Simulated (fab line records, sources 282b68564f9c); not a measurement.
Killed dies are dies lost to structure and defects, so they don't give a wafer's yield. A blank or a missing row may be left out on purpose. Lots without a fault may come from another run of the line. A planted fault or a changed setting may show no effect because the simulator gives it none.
A struck lot beside a sound one | flow rit_cmos | 17 steps out of a route of 202
Sound: wafers L547.1, L547.4, L547.5. Struck: wafers L543.1, L543.2, L543.5. The cause comes at the end.
At each step with rows: each side's tool, then ch and its chambers, then its first start. Under that, the readings that differ: sound wafers | struck wafers | difference of the means | sigmas: that difference in standard deviations of wafers without a fault.
alike: readings whose means differ by less than 2 such deviations, and words and numbers that are the same on both sides. not compared: withheld readings, readings that some wafer has no value for, bounds like >300 that may hide the same value, and numbers for which the record gives no deviation and whose values overlap.
The two part at a step that has a row with sigmas, a row that says differs or no value, or rows on one side only. Numbers that don't overlap but have no deviation are shown without sigmas and don't part them. A reading that every wafer of one side lacks parts them only if that side has two wafers or more.

RIT_SILICIDE_RTA_06: time 10 s, ramp up 5 s, ramp down 10 s.
  sound on rtp_anneal-01 ch 0, day 7 15:55; struck on rtp_anneal-01 ch 0, day 6 13:22
  alike: wafer_temp_C_max
RIT_CONTACT_CVD_00: deposits SiO2 from TEOS, target thk 400 nm, time 61 s.
  sound on pecvd-03 ch 0,2, day 7 15:58; struck on pecvd-01 ch 0,1,2, day 6 13:26
  alike: heater_power_w
RIT_CONTACT_THK_MEAS_01:
  sound on film_metro-01, day 7 16:01; struck on film_metro-03, day 6 13:29
  alike: CONTACT_TEOS_THK
then, 6 steps without rows for these wafers: RIT_CONTACT_HMDS_02 (prime time 60 s); RIT_CONTACT_COAT_03 (resist thk 1000 nm); RIT_CONTACT_SOFTBAKE_04 (time 60 s); RIT_CONTACT_EXPOSE_05 (exposes mask M11, target cd 1000 nm); RIT_CONTACT_PEB_06; RIT_CONTACT_DEVELOP_07 (develop time 120 s).
RIT_CONTACT_CD_MEAS_08: target cd 1000 nm.
  sound on cd_sem-02, day 7 17:11; struck on cd_sem-01, day 6 14:31
  alike: cd_nm
RIT_CONTACT_OVL_MEAS_09:
  sound on overlay-01, day 7 17:18; struck on overlay-01, day 6 14:38
  alike: CONTACT_OVL
then, 1 step without rows for these wafers: RIT_CONTACT_HARDBAKE_10 (time 60 s).
RIT_CONTACT_ETCH_11: etches SiO2 in CHF3/CF4/Ar, stops on TiSi2, target depth 480 nm, time 320 s.
  sound on rie_diel-03 ch 0,2,3, day 7 17:29; struck on rie_diel-03 ch 2,3, day 6 14:58
  no value came back on the struck wafers for any of 5 readings (CHF3_flow_sccm (sccm), O2_flow_sccm (sccm) and others); on the sound wafers CHF3_flow_sccm (sccm) reads 49.85 49.92 49.84
  reading                                      | sound             | struck          | difference | sigmas
  model.NOVOLAK_of_CONTACT_COAT_03.thk_nm (nm) | 771.4 764.9 767.1 | 885.6 883.4 886 | +117.2     |
  not compared: rf_hours_counter_h
RIT_CONTACT_STRIP_12: strips in O2, time 180 s.
  sound on plasma_asher-02 ch 0,1, day 7 17:41; struck on plasma_asher-04 ch 0,1, day 6 15:10
  alike: drypump_motor_current_A
  not compared: rf_hours_counter_h
RIT_CONTACT_CD_MEAS_90: target cd 1000 nm.
  sound on cd_sem-02, day 7 17:51; struck on cd_sem-02, day 6 15:20
  reading    | sound              | struck | difference                    | sigmas
  cd_nm (nm) | 1002.3 999.5 999.1 | - - -  | no value on the struck wafers |
then, 1 step without rows for these wafers: RIT_CONTACT_CLEAN_13 (cleans in SC1, time 600 s).
RIT_M1_PROBE_99:
  sound on prober-02, day 7 22:23; struck on prober-02, day 6 19:58
  reading            | sound  | struck      | difference | sigmas
  killed_at_contacts | 0 0 0  | 251 258 257 | +255       | +99 or more
  killed_dies        | 8 9 11 | 264 264 264 | +255       | +94
  killed_on_rim      | 2 1 3  | 70 70 70    | +68        | +49
  alike: killed_at_M0_to_M3, killed_at_front_end, killed_open, killed_short

WHERE THEY PART
First at RIT_CONTACT_ETCH_11; last, within this record, at RIT_M1_PROBE_99.

WHY: what the simulator had put in
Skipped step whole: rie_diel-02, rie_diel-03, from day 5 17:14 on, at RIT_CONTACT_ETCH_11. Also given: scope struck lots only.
